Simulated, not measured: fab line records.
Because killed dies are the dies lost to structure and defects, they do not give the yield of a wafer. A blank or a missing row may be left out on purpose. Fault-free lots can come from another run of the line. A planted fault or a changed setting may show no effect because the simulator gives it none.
Split-lot experiment -- flow berkeley cmos170 -- 5 lots, 23 wafers read, on a route of 331 steps

== ON THE SPLIT ==
At UCB170_START_OXIDATION_02 (target thk 20 nm, ox time 1800 s), the setting temp c was moved away from the recipe's 950 C on 15 of the 23 wafers read, by -2.7% to -1.3%. For the rest of the wafers, this setting stayed at what the recipe calls for.

No step appears in the file between the split and the reading.

== THE READING ==
START_OXIDE_THK at UCB170_START_THK_MEAS_03, in nm. Typical for fault-free wafers on this fab line: 20.2 nm, with standard deviation 0.34 nm.

wafer,"tool, chamber at the split","temp c as run, C",against the recipe,"START_OXIDE_THK, nm",against lot-mates on the recipe
L075.1,"-, -",927.7,-2.3%,15.4,no lot-mate on the recipe
L075.2,"-, -",927.7,-2.3%,15.8,no lot-mate on the recipe
L075.4,"-, -",927.7,-2.3%,15.5,no lot-mate on the recipe
L075.5,"-, -",927.7,-2.3%,15.5,no lot-mate on the recipe
L075.6,"-, -",927.7,-2.3%,15.4,no lot-mate on the recipe
L078.1,"-, -",938,-1.3%,18.1,no lot-mate on the recipe
L078.3,"-, -",938,-1.3%,17.9,no lot-mate on the recipe
L078.4,"-, -",938,-1.3%,17.9,no lot-mate on the recipe
L078.5,"-, -",938,-1.3%,17.9,no lot-mate on the recipe
L078.6,"-, -",938,-1.3%,18.0,no lot-mate on the recipe
L080.1,"-, -",950,recipe,20.1,-
L080.2,"-, -",950,recipe,20.1,-
L080.4,"-, -",950,recipe,19.9,-
L080.5,"-, -",950,recipe,20.2,-
L080.6,"-, -",950,recipe,19.9,-
L083.3,"furnace-04, 0",950,recipe,20.5,-
L083.4,"furnace-04, 0",950,recipe,20.5,-
L083.5,"furnace-04, 0",950,recipe,20.3,-
L084.1,"-, -",924.1,-2.7%,15.3,no lot-mate on the recipe
L084.2,"-, -",924.1,-2.7%,15.3,no lot-mate on the recipe
L084.3,"-, -",924.1,-2.7%,15.1,no lot-mate on the recipe
L084.5,"-, -",924.1,-2.7%,15.2,no lot-mate on the recipe
L084.6,"-, -",924.1,-2.7%,15.7,no lot-mate on the recipe

THE FIT
A straight line over all 23 wafers: START_OXIDE_THK changes by +1.87 nm for each +1% of temp c; r = +0.99; the points scatter about the line by 0.26 nm.
Too few moved wafers with a lot-mate on the recipe to fit a line net of each lot's own level.

== THE WHOLE CHAIN: every reading that the file lists as answering this split, in the file's order ==
step,what it does,reading,change (the file's fit),r (the file's)
UCB170_START_OXIDATION_02,"target thk 20 nm, ox time 1800 s","SiO2_of_START_OXIDATION_02.thk nm (the simulator's own value, which no gauge read)",+1.85 nm for each +1% of the setting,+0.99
UCB170_START_THK_MEAS_03,,START_OXIDE_THK,+1.86 for each +1% of the setting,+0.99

== THE FILE'S OWN FIT ==
START_OXIDE_THK changes by +1.86 nm for each +1% of temp c, r = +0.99.
